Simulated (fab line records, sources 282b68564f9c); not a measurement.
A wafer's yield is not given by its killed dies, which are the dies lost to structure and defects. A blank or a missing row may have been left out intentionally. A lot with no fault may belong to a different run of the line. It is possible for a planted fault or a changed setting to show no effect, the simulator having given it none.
Problem report in the 8D (eight disciplines) form, filled by code    flow ritCmos    the parts of the form that need people (team, actions taken, sign-off) are left out

## 1. WHAT WENT WRONG
At RIT_M1_SOFTBAKE_05, heaterPowerTotalW averages 33.51 W over 6 wafers from 2 lots, while fault-free wafers read 34.56 W, standard deviation 0.046. That is -23 standard deviations from the usual mean.
The step: time 60 s.
First seen on wafer L485.2, day 5 18:28, on lithoTrack-02. The record holds 18 wafers of 6 lots with a number at this step. By rule, "out" or "out of limits" means more than 4 standard deviations away from the usual mean. The other wafers with a number count as sound.

## 2. WHAT THIS IS AND IS NOT
question                     is                             is not
which readings at this step  heaterPowerTotalW, plateTempC  -
which lots                   L485, L488                     L477, L479, L494, L497
which wafers of those lots   all that have a number         -
read on which tools          lithoTrack-02                  lithoTrack-01, lithoTrack-03
when                         from day 5 18:28               up to then (6 sound wafers); but 6 sound wafers of L494, L497 came after

## 3. SUSPECTS, AND WHAT RULES EACH OUT
Counting: any tool at a process step up to the reading is kept as a suspect provided that every lot that is out went through it and no sound lot did after the first of them.
- rieDiel-02 at RIT_CONTACT_ETCH_11 (etches SiO2 in CHF3/CF4/Ar, stops on TiSi2, target depth 480 nm, time 320 s): kept. It ran every lot that is out, first L485 (day 5 16:49), and no sound lot after that; its last sound lot up to then is L477 (day 3 18:31).
- lithoTrack-02 at RIT_M1_SOFTBAKE_05 (time 60 s): kept. It ran every lot that is out, first L485 (day 5 18:28), and no sound lot after that; its last sound lot up to then is L477 (day 3 20:20). Its own readings are out on those wafers: heaterPowerTotalW, plateTempC.
What counting leaves: rieDiel-02 at RIT_CONTACT_ETCH_11 and lithoTrack-02 at RIT_M1_SOFTBAKE_05.

## 4. THE CAUSE (what the simulator had put in)
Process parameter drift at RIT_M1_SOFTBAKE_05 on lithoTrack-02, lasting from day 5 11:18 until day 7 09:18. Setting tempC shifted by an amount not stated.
Counting left 2 suspects, and this tool is among them.

## 5. THE CHAIN OF EFFECTS, in route order
Rows list readings where the struck wafers' mean (over those with a number) sits beyond 3 standard deviations from the usual. Scope: only readings with a usual standard deviation given in the record; hours: median across lots of the time from each lot's start at the first step in this table that gives one to its start at this step; sigmas: change in usual standard deviations.
hours  step                reading            usual    on struck wafers  change  sigmas
0      RIT_M1_SOFTBAKE_05  heaterPowerTotalW  34.56 W  33.51             -1.05   -23
0      RIT_M1_SOFTBAKE_05  plateTempC         90.00 C  87.99             -2.01   -18
Process steps it contains:
- RIT_M1_SOFTBAKE_05: time 60 s.
Later measuring or inspecting steps at which every struck wafer that the step has a row for has a number for every such reading, and none has moved that far: RIT_M1_CD_MEAS_09.

## 6. WHAT WOULD HAVE CAUGHT IT SOONER
First out-of-limits reading in this record: day 5 18:28, which is 7 hours after fault onset at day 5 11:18.
